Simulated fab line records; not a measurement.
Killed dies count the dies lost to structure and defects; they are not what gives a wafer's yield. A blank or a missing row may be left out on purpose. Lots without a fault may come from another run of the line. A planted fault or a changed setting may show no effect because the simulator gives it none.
fab line records	flow rit_cmos
record lots=15	wafers=45	last_day=7
route steps=202 shown NLDD@160 CONTACT@179 M1@184
lots that met no fault: from a run of the same line without faults
start_h: hours from the record's opening day to when the first of the lot's shown wafers began	wait_h: hours from the lot's prior step to this one	" unchanged from the row above	L1.1+2: several wafers, shown together as one row	- no value, or no start was given	* or withheld: withheld	< > ~ a bound
route shown NAME@n: a module of which the file shows steps, and the number in the route of the first	usual: average and standard deviation across the fault-free wafers	same: alike in all rows	chamber/n: place in a boat	sites: readings site by site	_std_site: standard deviation across them	_edge_site: the outer-site mean with the inner-site mean subtracted	radius_mm: for every site, how far away it sits from the centre of the wafer	mask NAME#n: copy n	behind: the last tool/chamber to shape the wafer	hold: why the lot went on hold/how many hours it stayed there/how the hold came to an end	device: the n, p or np transistor that did not switch	end of line: tests of these same wafers at the route's end	a step without rows: its recipe alone	killed: not the wafer's yield, but the dies lost to structure and defects at the first sort	map: a wafer's dies, x killed, . not, _ none there
set.NAME: setting as actually run; set.NAME@STEP: the setting as run at that earlier step	model.NAME: the simulator's own value behind a step, which no gauge read
a sample of lots followed through the steps of the route, with each step as a table and each wafer as a row
services: the hour from which a tool's chamber was out of use, counted from the record's first day as start_h (under 0 if before that day), plus the number of hours and why
## steps
# step RIT_SDANNEAL_RS_MEAS_07
# recipe thk_meas_gauge=four-point-probe
# usual NLDD_RS=151.5/0.51
lot.wafer	tool	chamber	start_h	wait_h	NLDD_RS[ohm/sq]
L324.1	film_metro-03	-	63.64	0.1	151.3
L324.2	"	-	"	"	151.3
L324.4	"	-	"	"	151.5
L326.2	film_metro-03	-	74.40	0.1	151.6
L326.3	"	-	"	"	151.4
L326.5	"	-	"	"	151.6
L327.1	film_metro-01	-	78.50	0.1	151.8
L327.3	"	-	"	"	151.3
L327.6	"	-	"	"	151.2
L331.2	film_metro-03	-	95.19	0.1	152.0
L331.4	"	-	"	"	152.0
L331.5	"	-	"	"	151.2
L332.1	film_metro-02	-	107.98	0.1	151.7
L332.3	"	-	"	"	151.8
L332.6	"	-	"	"	151.7
L333.3	film_metro-01	-	108.29	0.1	151.5
L333.5	"	-	"	"	151.6
L333.6	"	-	"	"	151.5
L334.1	film_metro-02	-	111.98	0.1	151.8
L334.3	"	-	"	"	151.6
L334.4	"	-	"	"	151.5
L339.1	film_metro-03	-	132.28	0.1	151.4
L339.2	"	-	"	"	151.4
L339.4	"	-	"	"	151.1
L340.2	film_metro-02	-	142.70	0.1	150.5
L340.3	"	-	"	"	151.3
L340.6	"	-	"	"	151.0
L341.2	film_metro-03	-	150.61	0.1	151.3
L341.5	"	-	"	"	151.1
L341.6	"	-	"	"	150.9
L342.2	film_metro-01	-	152.99	0.1	151.5
L342.3	"	-	"	"	151.9
L342.4	"	-	"	"	151.6
L343.1	film_metro-01	-	157.00	0.1	151.7
L343.5	"	-	"	"	150.9
L343.6	"	-	"	"	151.2
L344.1	film_metro-01	-	160.40	0.1	151.7
L344.3	"	-	"	"	152.1
L344.4	"	-	"	"	151.3
L345.2	film_metro-02	-	165.34	0.1	150.8
L345.4	"	-	"	"	150.8
L345.6	"	-	"	"	150.8
L346.3	film_metro-02	-	171.19	0.1	151.1
L346.5	"	-	"	"	151.1
L346.6	"	-	"	"	151.0
# step RIT_CONTACT_ETCH_11
# recipe target_depth_a=4800	over_etch_frac=0.2	stop_on=TiSi2	chemistry=CHF3/CF4/Ar	target=SiO2	CHF3_flow_sccm=50	cf4_flow_sccm=10	Ar_flow_sccm=100	O2_flow_sccm=5	pressure_mtorr=100	rf_w=195	time_s=320
# usual CHF3_flow_sccm=49.99/0.15	O2_flow_sccm=5.002/0.015	drypump_motor_current_A=5.9/0.46	oes_product_au=0.989/0.022	throttle_valve_pct=8.85/0.16
lot.wafer	tool	chamber	start_h	wait_h	CHF3_flow_sccm	O2_flow_sccm	drypump_motor_current_A	oes_product_au	rf_hours_counter_h	throttle_valve_pct
L324.1	rie_diel-02	2	65.82	0.1	49.91	5.005	5.8	1.014	72	8.92
L324.2	"	0	"	"	49.91	5.001	6.5	0.978	128	8.78
L324.4	"	1	"	"	50.13	5.025	5.7	0.970	5	8.67
L326.2	rie_diel-04	3	76.71	0.1	49.78	5.011	5.5	0.989	12	8.86
L326.3	"	0	"	"	49.84	5.031	5.5	0.982	151	8.95
L326.5	"	3	"	"	49.80	5.009	5.5	0.985	-	8.87
L327.1	rie_diel-02	3	80.57	0.1	50.18	5.002	6.1	1.021	26	8.87
L327.3	"	2	"	"	50.01	5.005	5.7	1.017	72	8.91
L327.6	"	3	"	"	49.84	4.994	6.0	1.021	-	8.85
L331.2	rie_diel-02	3	97.20	0.1	50.24	4.980	6.1	1.029	27	8.87
L331.4	"	2	"	"	49.85	4.997	5.7	1.014	72	8.91
L331.5	"	3	"	"	50.01	4.984	6.1	1.027	-	8.85
L332.1	rie_diel-02	2	110.34	0.1	-	-	-	-	-	-
L332.3	"	0	"	"	-	-	-	-	-	-
L332.6	"	2	"	"	-	-	-	-	-	-
L333.3	rie_diel-01	2	110.49	0.1	-	-	-	-	-	-
L333.5	"	1	"	"	-	-	-	-	-	-
L333.6	"	0	"	"	-	-	-	-	-	-
L334.1	rie_diel-02	0	114.36	0.1	-	-	-	-	-	-
L334.3	"	1	"	"	-	-	-	-	-	-
L334.4	"	3	"	"	-	-	-	-	-	-
L339.1	rie_diel-01	2	134.43	0.1	50.11	5.000	5.7	0.970	7	9.11
L339.2	"	0	"	"	50.09	5.003	6.5	1.008	55	8.65
L339.4	"	1	"	"	49.87	4.994	6.2	0.959	10	9.13
L340.2	rie_diel-01	2	144.71	0.1	50.15	5.001	5.7	0.983	8	9.10
L340.3	"	0	"	"	49.94	4.967	6.5	1.001	55	8.67
L340.6	"	2	"	"	49.80	4.995	5.7	0.974	-	9.12
L341.2	rie_diel-02	0	152.79	0.1	49.85	5.005	6.5	0.985	130	8.79
L341.5	"	0	"	"	49.99	4.989	6.5	0.983	-	8.78
L341.6	"	1	"	"	49.99	5.008	5.7	0.966	-	8.68
L342.2	rie_diel-01	1	155.03	0.1	49.78	5.008	6.2	0.960	10	9.11
L342.3	"	2	"	"	49.93	4.991	5.7	0.979	8	9.11
L342.4	"	0	"	"	49.97	5.010	6.4	1.001	56	8.67
L343.1	rie_diel-02	2	159.15	0.1	49.91	4.978	5.7	1.012	74	8.91
L343.5	"	1	"	"	50.22	5.019	5.7	0.968	-	8.70
L343.6	"	0	"	"	50.03	5.019	6.6	0.971	-	8.79
L344.1	rie_diel-02	3	162.74	0.1	50.04	4.986	6.1	1.024	28	8.86
L344.3	"	0	"	"	49.97	5.016	6.5	0.984	131	8.80
L344.4	"	1	"	"	50.10	4.981	5.7	0.971	7	8.67
L345.2	rie_diel-04	1	167.41	0.1	50.07	5.009	5.2	0.982	42	8.58
L345.4	"	3	"	"	49.86	4.998	5.5	0.997	14	8.86
L345.6	"	0	"	"	49.89	4.991	5.5	0.996	-	8.93
L346.3	rie_diel-01	1	173.23	0.1	50.06	5.023	6.2	0.958	10	9.12
L346.5	"	3	"	"	50.02	5.004	5.0	1.010	-	8.83
L346.6	"	2	"	"	49.78	4.984	5.7	0.977	-	9.11
# step RIT_CONTACT_STRIP_12
# recipe chemistry=O2	time_s=180	resist=NOVOLAK	platen_temp_c=withheld	power_w=500	pressure_mtorr=4000	o2_flow_sccm=4000
# usual drypump_motor_current_A=6.13/0.24
lot.wafer	tool	chamber	start_h	wait_h	drypump_motor_current_A	rf_hours_counter_h
L324.1	plasma_asher-02	0	66.01	0.1	6.28	43
L324.2	"	1	"	"	6.33	43
L324.4	"	1	"	"	6.32	-
L326.2	plasma_asher-02	1	76.91	0.1	6.34	44
L326.3	"	1	"	"	6.26	-
L326.5	"	1	"	"	6.30	-
L327.1	plasma_asher-02	1	80.77	0.1	6.31	44
L327.3	"	0	"	"	6.26	-
L327.6	"	1	"	"	6.30	-
L331.2	plasma_asher-03	1	97.39	0.1	6.14	45
L331.4	"	0	"	"	5.94	-
L331.5	"	1	"	"	6.15	-
L332.1	plasma_asher-01	0	110.53	0.1	5.66	45
L332.3	"	0	"	"	5.66	-
L332.6	"	0	"	"	5.67	-
L333.3	plasma_asher-01	0	110.77	0.2	5.65	-
L333.5	"	0	"	"	5.67	-
L333.6	"	1	"	"	6.36	-
L334.1	plasma_asher-03	0	114.55	0.1	5.91	47
L334.3	"	0	"	"	5.93	-
L334.4	"	1	"	"	6.14	-
L339.1	plasma_asher-02	1	134.63	0.1	6.27	3
L339.2	"	0	"	"	6.32	3
L339.4	"	0	"	"	6.30	-
L340.2	plasma_asher-01	0	144.91	0.1	5.66	50
L340.3	"	0	"	"	5.64	-
L340.6	"	1	"	"	6.38	-
L341.2	plasma_asher-02	0	152.99	0.1	6.21	6
L341.5	"	1	"	"	6.30	-
L341.6	"	0	"	"	6.24	-
L342.2	plasma_asher-02	0	155.23	0.1	6.27	6
L342.3	"	1	"	"	6.26	-
L342.4	"	0	"	"	6.31	-
L343.1	plasma_asher-03	1	159.34	0.1	6.16	52
L343.5	"	0	"	"	5.88	-
L343.6	"	1	"	"	6.15	-
L344.1	plasma_asher-02	0	162.93	0.1	6.23	7
L344.3	"	0	"	"	6.24	-
L344.4	"	1	"	"	6.28	-
L345.2	plasma_asher-01	1	167.60	0.1	6.35	54
L345.4	"	1	"	"	6.35	-
L345.6	"	0	"	"	5.64	-
L346.3	plasma_asher-01	0	173.49	0.2	5.67	-
L346.5	"	1	"	"	6.34	-
L346.6	"	0	"	"	5.65	-
# step RIT_CONTACT_CD_MEAS_90
# recipe target_cd_nm=1000
# usual cd_nm=1000.4/2
lot.wafer	tool	chamber	start_h	wait_h	cd_nm
L324.1	cd_sem-02	-	66.19	0.1	997.4
L324.2	"	-	"	"	1000.1
L324.4	"	-	"	"	998.4
L326.2	cd_sem-01	-	77.10	0.1	1000.0
L326.3	"	-	"	"	998.6
L326.5	"	-	"	"	998.6
L327.1	cd_sem-01	-	80.94	0.1	999.3
L327.3	"	-	"	"	999.2
L327.6	"	-	"	"	999.3
L331.2	cd_sem-02	-	97.58	0.1	1001.5
L331.4	"	-	"	"	1002.0
L331.5	"	-	"	"	1005.6
L332.1	cd_sem-01	-	110.71	0.1	-
L332.3	"	-	"	"	-
L332.6	"	-	"	"	-
L333.3	cd_sem-02	-	110.92	0.1	-
L333.5	"	-	"	"	-
L333.6	"	-	"	"	-
L334.1	cd_sem-02	-	114.73	0.1	-
L334.3	"	-	"	"	-
L334.4	"	-	"	"	-
L339.1	cd_sem-02	-	134.80	0.1	1000.2
L339.2	"	-	"	"	1001.4
L339.4	"	-	"	"	1001.8
L340.2	cd_sem-02	-	145.10	0.1	1003.2
L340.3	"	-	"	"	998.7
L340.6	"	-	"	"	1003.4
L341.2	cd_sem-02	-	153.18	0.1	998.6
L341.5	"	-	"	"	1000.6
L341.6	"	-	"	"	999.8
L342.2	cd_sem-01	-	155.42	0.1	1000.3
L342.3	"	-	"	"	1000.8
L342.4	"	-	"	"	1002.7
L343.1	cd_sem-02	-	159.52	0.1	1001.7
L343.5	"	-	"	"	999.6
L343.6	"	-	"	"	1000.3
L344.1	cd_sem-02	-	163.11	0.1	1001.5
L344.3	"	-	"	"	998.2
L344.4	"	-	"	"	1001.0
L345.2	cd_sem-02	-	167.80	0.1	999.6
L345.4	"	-	"	"	1000.7
L345.6	"	-	"	"	997.9
L346.3	cd_sem-02	-	173.64	0.1	998.5
L346.5	"	-	"	"	1001.0
L346.6	"	-	"	"	1000.4
# step RIT_M1_SPUTTER_00
# recipe material=Al	target_thk_nm=400	power_w=1934	chamber_pressure_pa=0.4	gas=Ar	time_s=500	substrate_temp_c=25
# usual throttle_valve_pct=30.4/0.91
lot.wafer	tool	chamber	start_h	wait_h	throttle_valve_pct
L324.1	pvd_sputter-02	-	66.66	0.0	31.9
L324.2	"	-	"	"	30.9
L324.4	"	-	"	"	29.4
L326.2	pvd_sputter-02	-	77.79	0.0	30.1
L326.3	"	-	"	"	30.9
L326.5	"	-	"	"	30.8
L327.1	pvd_sputter-03	-	81.44	0.0	29.3
L327.3	"	-	"	"	30.5
L327.6	"	-	"	"	31.4
L331.2	pvd_sputter-03	-	98.03	0.0	31.5
L331.4	"	-	"	"	29.3
L331.5	"	-	"	"	29.6
L339.1	pvd_sputter-03	-	135.29	0.0	31.5
L339.2	"	-	"	"	29.8
L339.4	"	-	"	"	29.6
L340.2	pvd_sputter-02	-	145.73	0.0	29.9
L340.3	"	-	"	"	32.1
L340.6	"	-	"	"	31.2
L341.2	pvd_sputter-02	-	153.63	0.0	29.9
L341.5	"	-	"	"	29.4
L341.6	"	-	"	"	32.0
L342.2	pvd_sputter-01	-	155.87	0.0	29.6
L342.3	"	-	"	"	31.4
L342.4	"	-	"	"	30.9
L343.1	pvd_sputter-02	-	159.99	0.0	30.8
L343.5	"	-	"	"	30.1
L343.6	"	-	"	"	31.7
L344.1	pvd_sputter-03	-	163.58	0.0	31.5
L344.3	"	-	"	"	29.3
L344.4	"	-	"	"	30.0
L345.2	pvd_sputter-02	-	168.25	0.0	29.6
L345.4	"	-	"	"	30.8
L345.6	"	-	"	"	29.9
L346.3	pvd_sputter-03	-	174.14	0.0	30.4
L346.5	"	-	"	"	31.1
L346.6	"	-	"	"	30.4
# step RIT_M1_PROBE_99
# usual killed_at_contacts=0.1/0.25	killed_at_front_end=6.8/2.9	killed_dies=6.9/2.9	killed_on_rim=1.7/1.3	killed_open=3.3/1.9	killed_short=3.6/1.9
# same gross_dies=264	killed_at_M0_to_M3=0	killed_at_M4_up=0	killed_at_back_side=0	killed_at_other=0
lot.wafer	tool	chamber	start_h	wait_h	killed_at_contacts	killed_at_front_end	killed_dies	killed_on_rim	killed_open	killed_short
L324.1	prober-01	-	70.80	0.1	0	10	10	1	5	5
L324.2	prober-01	-	70.85	0.1	0	4	4	0	1	3
L324.4	prober-01	-	70.95	0.2	0	5	5	0	2	3
L326.2	prober-01	-	82.39	0.1	0	11	11	3	3	8
L326.3	prober-01	-	82.44	0.2	0	7	7	1	2	5
L326.5	prober-01	-	82.54	0.2	0	8	8	2	6	2
L327.1	prober-02	-	85.55	0.1	0	6	6	2	4	2
L327.3	prober-02	-	85.65	0.2	0	3	3	1	2	1
L327.6	prober-02	-	85.80	0.2	0	2	2	1	2	0
L331.2	prober-02	-	102.22	0.1	0	8	8	2	4	4
L331.4	prober-02	-	102.32	0.2	0	2	2	1	0	2
L331.5	prober-02	-	102.37	0.2	0	4	4	2	1	3
L332.1	prober-01	-	115.38	0.1	258	6	264	70	3	3
L332.3	prober-01	-	115.48	0.2	254	10	264	70	7	3
L332.6	prober-01	-	115.63	0.2	259	5	264	70	4	1
L333.3	prober-02	-	116.98	0.2	253	11	264	70	5	6
L333.5	prober-02	-	117.08	0.2	257	7	264	70	2	5
L333.6	prober-02	-	117.13	0.2	253	11	264	70	8	3
L334.1	prober-01	-	119.34	0.1	257	7	264	70	3	4
L334.3	prober-01	-	119.44	0.2	259	5	264	70	2	3
L334.4	prober-01	-	119.49	0.2	261	3	264	70	0	3
L339.1	prober-01	-	139.43	0.1	0	6	6	2	4	2
L339.2	prober-01	-	139.48	0.1	0	8	8	2	5	3
L339.4	prober-01	-	139.58	0.2	0	2	2	0	0	2
L340.2	prober-02	-	150.09	0.1	0	6	6	2	2	4
L340.3	prober-02	-	150.14	0.2	0	5	5	0	1	4
L340.6	prober-02	-	150.29	0.2	0	4	4	1	2	2
L341.2	prober-01	-	157.71	0.1	0	6	6	1	4	2
L341.5	prober-01	-	157.86	0.2	0	5	5	2	4	1
L341.6	prober-01	-	157.91	0.2	0	5	5	3	2	3
L342.2	prober-02	-	160.27	0.1	0	8	8	4	3	5
L342.3	prober-02	-	160.32	0.2	0	5	5	2	2	3
L342.4	prober-02	-	160.37	0.2	0	4	4	2	3	1
L343.1	prober-01	-	164.25	0.1	0	4	4	2	2	2
L343.5	prober-01	-	164.45	0.2	0	8	8	2	3	5
L343.6	prober-01	-	164.50	0.2	0	3	3	1	1	2
L344.1	prober-02	-	167.89	0.1	0	12	12	5	9	3
L344.3	prober-02	-	167.99	0.2	0	6	6	3	2	4
L344.4	prober-02	-	168.04	0.2	0	7	7	2	2	5
L345.2	prober-01	-	172.61	0.1	0	12	12	3	7	5
L345.4	prober-01	-	172.71	0.2	0	8	8	3	1	7
L345.6	prober-01	-	172.81	0.2	0	12	12	3	3	9
L346.3	prober-02	-	178.38	0.2	1	12	13	2	6	7
L346.5	prober-02	-	178.48	0.2	0	12	12	2	6	6
L346.6	prober-02	-	178.53	0.2	1	4	5	2	3	2
# killed by level:class
L324.1 GATE:geometric_particle:open=3 GATE:geometric_particle:short=2 REOX:geometric_particle:open=2 FOX2:geometric_particle:short=1 SPACER:geometric_particle:short=1 SILICIDE:geometric_particle:short=1
L324.2 FOX1:geometric_particle:short=2 REOX:geometric_particle:open=1 SILICIDE:geometric_particle:short=1
L324.4 FOX2:geometric_particle:short=2 GATE:geometric_particle:open=1 REOX:geometric_particle:short=1 REOX:geometric_particle:open=1
L326.2 GATE:geometric_particle:short=4 SPACER:geometric_particle:short=2 FOX1:geometric_particle:open=1 GATE:geometric_particle:open=1 REOX:geometric_particle:open=1 REOX:geometric_particle:short=1 SILICIDE:geometric_particle:short=1
L326.3 REOX:geometric_particle:short=2 GATE:geometric_particle:short=1 FOX2:geometric_particle:open=1 SPACER:geometric_particle:open=1 SPACER:geometric_particle:short=1 SILICIDE:geometric_particle:short=1
L326.5 GATE:geometric_particle:open=5 GATE:geometric_particle:short=2 FOX1:geometric_particle:open=1
L327.1 GATE:geometric_particle:open=2 FOX1:geometric_particle:open=1 GATE:geometric_particle:short=1 REOX:geometric_particle:open=1 SILICIDE:geometric_particle:short=1
L327.3 FOX1:geometric_particle:open=2 SPACER:geometric_particle:short=1
L327.6 GATE:geometric_particle:open=1 SILICIDE:geometric_particle:open=1
L331.2 GATE:geometric_particle:open=3 GATE:geometric_particle:short=3 REOX:geometric_particle:open=1 SILICIDE:geometric_particle:short=1
L331.4 FOX2:geometric_particle:short=1 GATE:geometric_particle:short=1
L331.5 REOX:geometric_particle:short=2 GATE:geometric_particle:open=1 GATE:geometric_particle:short=1
L332.1 CONTACT:area_etch=258 GATE:geometric_particle:short=3 GATE:geometric_particle:open=2 FOX1:geometric_particle:open=1
L332.3 CONTACT:area_etch=254 REOX:geometric_particle:open=4 GATE:geometric_particle:short=2 FOX1:geometric_particle:short=1 FOX2:geometric_particle:open=1 GATE:geometric_particle:open=1 SPACER:geometric_particle:open=1
L332.6 CONTACT:area_etch=259 GATE:geometric_particle:open=2 FOX1:geometric_particle:open=1 FOX2:geometric_particle:short=1 FOX2:geometric_particle:open=1
L333.3 CONTACT:area_etch=253 GATE:geometric_particle:short=5 GATE:geometric_particle:open=2 FOX1:geometric_particle:open=1 FOX2:geometric_particle:open=1 REOX:geometric_particle:short=1 REOX:geometric_particle:open=1
L333.5 CONTACT:area_etch=257 GATE:geometric_particle:short=3 FOX1:geometric_particle:open=2 REOX:geometric_particle:short=2
L333.6 CONTACT:area_etch=253 GATE:geometric_particle:open=5 FOX1:geometric_particle:open=3 FOX2:geometric_particle:short=1 GATE:geometric_particle:short=1 SILICIDE:geometric_particle:short=1
L334.1 CONTACT:area_etch=257 FOX1:geometric_particle:short=3 FOX1:geometric_particle:open=1 GATE:geometric_particle:open=1 SPACER:geometric_particle:open=1 SILICIDE:geometric_particle:short=1
L334.3 CONTACT:area_etch=259 FOX1:geometric_particle:open=1 FOX2:geometric_particle:short=1 GATE:geometric_particle:short=1 SPACER:geometric_particle:open=1 SILICIDE:geometric_particle:short=1
L334.4 CONTACT:area_etch=261 FOX2:geometric_particle:short=2 GATE:geometric_particle:short=1
L339.1 GATE:geometric_particle:open=2 GATE:geometric_particle:short=1 REOX:geometric_particle:short=1 SPACER:geometric_particle:open=1 SILICIDE:geometric_particle:open=1
L339.2 GATE:geometric_particle:open=2 REOX:geometric_particle:open=2 FOX1:geometric_particle:open=1 FOX2:geometric_particle:short=1 GATE:geometric_particle:short=1 SILICIDE:geometric_particle:short=1
L339.4 GATE:geometric_particle:short=1 SILICIDE:geometric_particle:short=1
L340.2 FOX2:geometric_particle:short=2 FOX1:geometric_particle:open=1 FOX1:geometric_particle:short=1 GATE:geometric_particle:short=1 GATE:geometric_particle:open=1
L340.3 GATE:geometric_particle:short=4 SILICIDE:geometric_particle:open=1
L340.6 FOX1:geometric_particle:short=1 FOX1:geometric_particle:open=1 GATE:geometric_particle:open=1 REOX:geometric_particle:short=1
L341.2 FOX2:geometric_particle:open=2 FOX1:geometric_particle:open=1 GATE:geometric_particle:open=1 GATE:geometric_particle:short=1 SPACER:geometric_particle:short=1
L341.5 GATE:geometric_particle:open=3 FOX1:geometric_particle:short=1 SPACER:geometric_particle:open=1
L341.6 FOX1:geometric_particle:short=2 FOX1:geometric_particle:open=2 FOX2:geometric_particle:short=1
L342.2 GATE:geometric_particle:short=4 GATE:geometric_particle:open=3 SPACER:geometric_particle:short=1
L342.3 GATE:geometric_particle:short=2 FOX1:geometric_particle:open=1 FOX2:geometric_particle:short=1 GATE:geometric_particle:open=1
L342.4 GATE:geometric_particle:open=3 GATE:geometric_particle:short=1
L343.1 FOX1:geometric_particle:open=1 GATE:geometric_particle:short=1 REOX:geometric_particle:open=1 REOX:geometric_particle:short=1
L343.5 REOX:geometric_particle:open=3 GATE:geometric_particle:short=2 REOX:geometric_particle:short=2 FOX2:geometric_particle:short=1
L343.6 GATE:geometric_particle:short=1 GATE:geometric_particle:open=1 SPACER:geometric_particle:short=1
L344.1 GATE:geometric_particle:open=5 GATE:geometric_particle:short=2 FOX1:geometric_particle:open=1 FOX2:geometric_particle:open=1 REOX:geometric_particle:short=1 REOX:geometric_particle:open=1 SILICIDE:geometric_particle:open=1
L344.3 GATE:geometric_particle:short=2 REOX:geometric_particle:short=1 REOX:geometric_particle:open=1 SPACER:geometric_particle:open=1 SILICIDE:geometric_particle:short=1
L344.4 GATE:geometric_particle:short=4 GATE:geometric_particle:open=1 SPACER:geometric_particle:open=1 SPACER:geometric_particle:short=1
L345.2 GATE:geometric_particle:open=2 GATE:geometric_particle:short=2 REOX:geometric_particle:open=2 FOX1:geometric_particle:open=1 FOX1:geometric_particle:short=1 FOX2:geometric_particle:open=1 FOX2:geometric_particle:short=1 SPACER:geometric_particle:open=1
L345.4 FOX2:geometric_particle:short=3 SPACER:geometric_particle:short=3 REOX:geometric_particle:short=1 REOX:geometric_particle:open=1
L345.6 GATE:geometric_particle:short=3 SILICIDE:geometric_particle:short=3 FOX1:geometric_particle:short=1 FOX2:geometric_particle:open=1 FOX2:geometric_particle:short=1 GATE:geometric_particle:open=1 REOX:geometric_particle:open=1 REOX:geometric_particle:short=1
L346.3 GATE:geometric_particle:open=4 GATE:geometric_particle:short=4 FOX1:geometric_particle:open=1 REOX:geometric_particle:open=1 REOX:geometric_particle:short=1 SPACER:geometric_particle:short=1 CONTACT:geometric_particle:short=1
L346.5 GATE:geometric_particle:open=4 GATE:geometric_particle:short=3 FOX1:geometric_particle:short=1 FOX1:geometric_particle:open=1 REOX:geometric_particle:open=1 REOX:geometric_particle:short=1 SPACER:geometric_particle:short=1
L346.6 FOX1:geometric_particle:open=1 GATE:geometric_particle:short=1 REOX:geometric_particle:short=1 SPACER:geometric_particle:open=1 CONTACT:geometric_particle:open=1
## services
tool	chamber	start_h	hours	kind
plasma_asher-01	-	48.61	8.9	repair
rie_diel-04	3	52.55	3.8	repair
rie_diel-01	2	67.31	4.3	repair
plasma_asher-01	-	74.01	19.3	repair
pvd_sputter-01	-	80.12	3.4	repair
plasma_asher-02	-	108.75	9.0	pm
plasma_asher-02	0	108.75	9.0	vent_cycle
plasma_asher-02	1	108.75	9.0	vent_cycle
rie_diel-01	3	113.13	12.9	repair
plasma_asher-02	0	117.75	-	clean
plasma_asher-02	1	117.75	-	clean
rie_diel-04	2	121.33	7.5	repair
plasma_asher-03	-	128.34	14.6	pm
rie_diel-04	0	140.55	-	clean
rie_diel-04	0	140.55	24.1	scheduled_down
rie_diel-04	0	140.55	24.1	vent_cycle
pvd_sputter-03	-	151.91	9.4	repair
rie_diel-02	-	154.74	1.4	repair
## key
first_sign step=RIT_CONTACT_ETCH_11	reading=tool_record	direction=missing
effect step=RIT_CONTACT_CD_MEAS_90	reading=cd_nm	direction=missing
effect step=RIT_M1_PROBE_99	reading=killed_at_contacts	direction=up	sigmas=99+	usual=0.1	struck=256.8
more_kills_born_at RIT_CONTACT_ETCH_11@rie_diel-02=1548	RIT_CONTACT_ETCH_11@rie_diel-01=763
met_at RIT_CONTACT_ETCH_11
struck_lots L332,L333,L334
later_rows_left_out L332.1,L332.3,L332.6,L333.3,L333.5,L333.6,L334.1,L334.3,L334.4
tester_left_out L332,L333,L334
not_acting_at RIT_SDANNEAL_RS_MEAS_07,RIT_CONTACT_STRIP_12,RIT_M1_SPUTTER_00
onset_between 97.20 110.34
fault kind=skipped_step_whole	tool=rie_diel-01,rie_diel-02	chamber=-	onset_h=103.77	steps=RIT_CONTACT_ETCH_11	scope=struck_lots_only
# tester_left_out: of these lots the tester's yield and bins aren't shown, on N5 and GAA mostly nor the transistor test; their killed dies are dies lost to structure and defects alone, not to doping, threshold or leakage, so they don't give the yield
# later_rows_left_out: the simulator's readings of these wafers behind a module that went badly wrong aren't trusted and aren't shown, but for the sort
